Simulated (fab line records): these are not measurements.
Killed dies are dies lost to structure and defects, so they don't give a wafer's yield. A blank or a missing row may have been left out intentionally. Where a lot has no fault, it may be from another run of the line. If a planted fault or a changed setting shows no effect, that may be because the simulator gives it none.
Split-lot trial + flow ritCmos + route with 202 steps; 5 lots, 23 wafers read

ABOUT THE SPLIT
At RIT_SILICIDE_SPUTTER_01 (material Ti, target thk 30 nm, time 240 s), the setting powerW was moved away from the recipe's 350 W on 8 of the 23 wafers read, by -7.0% to +7.4%. The other wafers ran this setting at the recipe's value.

SPLIT TO READING: what lies between them in the file, 1 step
- RIT_SILICIDE_RS_MEAS_02: measures by four-point-probe

THE READING
SILICIDE_TI_THK, in nm, at RIT_SILICIDE_THK_MEAS_03 (measures by xrf). Fault-free wafers of this fab line usually give 30.06 nm, standard deviation 0.26 nm.

| wafer  | tool, chamber at the split | powerW as run, W | against the recipe | SILICIDE_TI_THK, nm | against lot-mates on the recipe |
|--------|----------------------------|------------------|--------------------|---------------------|---------------------------------|
| L075.1 | pvdSputter-03, -           | 350              | recipe             | 29.86               | -                               |
| L075.3 | pvdSputter-03, -           | 350              | recipe             | 30.15               | -                               |
| L075.5 | pvdSputter-03, -           | 350              | recipe             | 30.15               | -                               |
| L076.2 | pvdSputter-04, -           | 350              | recipe             | 29.95               | -                               |
| L076.3 | pvdSputter-04, -           | 350              | recipe             | 29.77               | -                               |
| L076.4 | pvdSputter-04, -           | 350              | recipe             | 30.09               | -                               |
| L076.5 | pvdSputter-04, -           | 350              | recipe             | 30.05               | -                               |
| L076.6 | pvdSputter-04, -           | 350              | recipe             | 29.69               | -                               |
| L079.1 | pvdSputter-03, -           | 325.6            | -7.0%              | 28.43               | -1.98                           |
| L079.2 | pvdSputter-03, -           | 325.6            | -7.0%              | 28.21               | -2.20                           |
| L079.4 | pvdSputter-03, -           | 350              | recipe             | 30.24               | -                               |
| L079.5 | pvdSputter-03, -           | 325.6            | -7.0%              | 28.18               | -2.23                           |
| L079.6 | pvdSputter-03, -           | 350              | recipe             | 30.59               | -                               |
| L083.1 | pvdSputter-03, -           | 370.8            | +5.9%              | 32.18               | +1.98                           |
| L083.2 | pvdSputter-03, -           | 350              | recipe             | 29.95               | -                               |
| L083.3 | pvdSputter-03, -           | 370.8            | +5.9%              | 32.01               | +1.81                           |
| L083.4 | pvdSputter-03, -           | 370.8            | +5.9%              | 32.64               | +2.45                           |
| L083.5 | pvdSputter-03, -           | 350              | recipe             | 30.44               | -                               |
| L085.1 | pvdSputter-03, -           | 350              | recipe             | 29.72               | -                               |
| L085.2 | pvdSputter-03, -           | 376              | +7.4%              | 32.18               | +2.24                           |
| L085.4 | pvdSputter-03, -           | 376              | +7.4%              | 32.50               | +2.56                           |
| L085.5 | pvdSputter-03, -           | 350              | recipe             | 30.32               | -                               |
| L085.6 | pvdSputter-03, -           | 350              | recipe             | 29.77               | -                               |

FIT RESULTS
A straight line over all 23 wafers: SILICIDE_TI_THK changes by +0.303 nm for each +1% of powerW; r = +0.97; the points scatter about the line by 0.31 nm.
The same after taking each lot's own level away (the mean of its wafers on the recipe; 23 wafers): +0.324 nm for each +1%; r = +0.99; scatter 0.21 nm.
Per that fit: largest powerW move, reading shift of 2.4 nm.
From 29.910 to 30.415 nm: that is the span of the lots' own levels, equal to 1.9 times the standard deviation above.
The two slopes agree, so the slope changes little with the lot-to-lot level.
Check: for one of the wafers moved furthest among these (+7.4%), held out of the fit, the line's prediction against its lot-mates is +2.48 nm. Against them it came out at +2.24 nm.

OTHER SPLITS ON THESE WAFERS
These wafers also went through other splits before the reading. Each is held against what the fit with the lots' levels taken away leaves over:
| other split on the same wafers | wafers away from the commonest value | r with SILICIDE_TI_THK (lot level and that fit taken away) |
|--------------------------------|--------------------------------------|------------------------------------------------------------|
| RIT_PRETRO_SOFTBAKE_02 tempC   | 11                                   | +0.16                                                      |
| RIT_GATE_OXIDATION_05 oxTimeS  | 10                                   | -0.04                                                      |
| RIT_GATE_CVD_08 sih4FlowSccm   | 5                                    | -0.09                                                      |
| RIT_GATE_ETCH_19 timeS         | 7                                    | +0.28                                                      |
| RIT_PLDD_IMPLANT_08 energyKev  | 7                                    | -0.35                                                      |
| RIT_SPACER_CVD_03 tempC        | 10                                   | -0.20                                                      |
| RIT_NSD_DEVELOP_05 devTempC    | 11                                   | +0.23                                                      |
| RIT_PSD_SOFTBAKE_02 tempC      | 10                                   | -0.37                                                      |
| RIT_SDANNEAL_CLEAN_00 tempC    | 15                                   | +0.00                                                      |

THE WHOLE CHAIN: every reading that the file lists as answering this split, in the file's order
| step                     | what it does                              | reading                                                                          | change (the file's fit)              | r (the file's) |
|--------------------------|-------------------------------------------|----------------------------------------------------------------------------------|--------------------------------------|----------------|
| RIT_SILICIDE_SPUTTER_01  | material Ti, target thk 30 nm, time 240 s | Ti_of_SILICIDE_SPUTTER_01.thkNm (the simulator's own value, which no gauge read) | +0.32 nm for each +1% of the setting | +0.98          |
| RIT_SILICIDE_RS_MEAS_02  | measures by four-point-probe              | SILICIDE_TI_RS                                                                   | -0.614 for each +1% of the setting   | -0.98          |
| RIT_SILICIDE_THK_MEAS_03 | measures by xrf                           | SILICIDE_TI_THK                                                                  | +0.324 for each +1% of the setting   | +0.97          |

THE FILE'S OWN FIT
SILICIDE_TI_THK changes by +0.324 nm for each +1% of powerW, r = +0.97.
